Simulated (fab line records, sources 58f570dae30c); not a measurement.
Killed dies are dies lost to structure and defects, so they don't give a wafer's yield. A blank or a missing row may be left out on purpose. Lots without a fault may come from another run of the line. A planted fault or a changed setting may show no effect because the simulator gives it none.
Tool commonality check | flow berkeley_cmos170 | 14 lots, 38 wafers sampled

WHY IT WAS OPENED
At UCB170_M1_CD_MEAS_90 the reading cd_nm is flagged on 2 of 14 lots. Wafers without a fault read 700.0 nm, standard deviation 1.7.
Rule: a lot is flagged when every wafer of it that has a number lies more than 4 standard deviations from that mean, or none has a number. The other lots count as sound.

lot  | measured     | on        | cd_nm (nm), wafer by wafer | flag
L988 | day 8 11:18  | cd_sem-02 | 700.5 702.1 704.8          |
L990 | day 8 19:14  | cd_sem-01 | 698.2 700.6 699.4          |
L991 | day 8 20:07  | cd_sem-02 | 699.5 699.5 699.6          |
L993 | day 9 11:25  | cd_sem-01 | 699.2 698.8 701.4          |
L995 | day 9 11:28  | cd_sem-02 | 700.6 700.5 701.5          |
L994 | day 9 11:57  | cd_sem-01 | 698.8 698.7 698.1          |
L997 | day 10 10:36 | cd_sem-01 | 698.3 698.8 697.4          |
L103 | day 10 22:06 | cd_sem-01 | 703.7 704.7 703.2          |
L104 | day 11 13:36 | cd_sem-02 | 700.7 698.8 700.0          |
L105 | day 12 00:22 | cd_sem-01 | 701.4 700.6 700.6          |
L107 | day 12 00:36 | cd_sem-02 | 698.0 697.8 698.6          |
L109 | day 12 15:16 | cd_sem-01 | 715.7                      | FLAGGED
L106 | day 12 17:16 | cd_sem-02 | 719.6                      | FLAGGED
L111 | day 12 17:31 | cd_sem-02 | 700.0 698.0 698.7          |
The numbers of the flagged lots are 717.7 nm on average: +17.7 nm against the usual, or +10 standard deviations.

WHICH TOOL RAN EACH LOT
The record holds 1 process step before the reading, out of a route of 331 steps. In each cell: the tool, then ch and the chambers that the sampled wafers went through, then the start.
lot  | flag    | UCB170_M1_METAL_ETCH_12
L988 |         | rie_metal-01 ch 0,1, day 8 11:04
L990 |         | rie_metal-01 ch 0,1, day 8 18:59
L991 |         | rie_metal-03 ch 0,1, day 8 19:52
L993 |         | rie_metal-01 ch 0, day 9 11:05
L995 |         | rie_metal-04 ch 0,1, day 9 11:14
L994 |         | rie_metal-03 ch 0,1, day 9 11:43
L997 |         | rie_metal-04 ch 0, day 10 10:16
L103 |         | rie_metal-03 ch 0, day 10 21:52
L104 |         | rie_metal-01 ch 0,1, day 11 13:20
L105 |         | rie_metal-04 ch 0,1, day 12 00:06
L107 |         | rie_metal-01 ch 0,1, day 12 00:21
L109 | FLAGGED | rie_metal-01 ch 1, day 12 15:02
L106 | FLAGGED | rie_metal-01 ch 1, day 12 17:02
L111 |         | rie_metal-04 ch 0,1, day 12 17:15
What these steps do:
- UCB170_M1_METAL_ETCH_12: etches Al in Cl2/BCl3, stops on PSG, target depth 780 nm, time 130 s.
- UCB170_M1_CD_MEAS_90: target cd 700 nm.

FLAGGED OVER TOTAL, TOOL BY TOOL (the gauges that took the reading come last)
step                    | tool         | lots run | flagged | share of the flagged lots | sound lots run after its first flagged lot
UCB170_M1_METAL_ETCH_12 | rie_metal-01 | 7        | 2       | all                       | 0
UCB170_M1_METAL_ETCH_12 | rie_metal-03 | 3        | 0       | none                      | -
UCB170_M1_METAL_ETCH_12 | rie_metal-04 | 4        | 0       | none                      | -
UCB170_M1_CD_MEAS_90    | cd_sem-01    | 7        | 1       | some                      | 0
UCB170_M1_CD_MEAS_90    | cd_sem-02    | 7        | 1       | some                      | 1 (L111)

WHAT THE TABLE ALLOWS
1 row of the table ran every flagged lot: rie_metal-01 at UCB170_M1_METAL_ETCH_12.
- rie_metal-01 at UCB170_M1_METAL_ETCH_12: 2 of its 7 lots flagged. Its last sound lot is L107 (day 12 00:21), its first flagged lot L109 (day 12 15:02): a fault that began between those two fits. Its own readings lie more than 4 standard deviations out on every wafer of the flagged lots: oes_product_au, run_length_s.
One tool is left: rie_metal-01 at UCB170_M1_METAL_ETCH_12.

WHAT THE SIMULATOR HAD PUT IN
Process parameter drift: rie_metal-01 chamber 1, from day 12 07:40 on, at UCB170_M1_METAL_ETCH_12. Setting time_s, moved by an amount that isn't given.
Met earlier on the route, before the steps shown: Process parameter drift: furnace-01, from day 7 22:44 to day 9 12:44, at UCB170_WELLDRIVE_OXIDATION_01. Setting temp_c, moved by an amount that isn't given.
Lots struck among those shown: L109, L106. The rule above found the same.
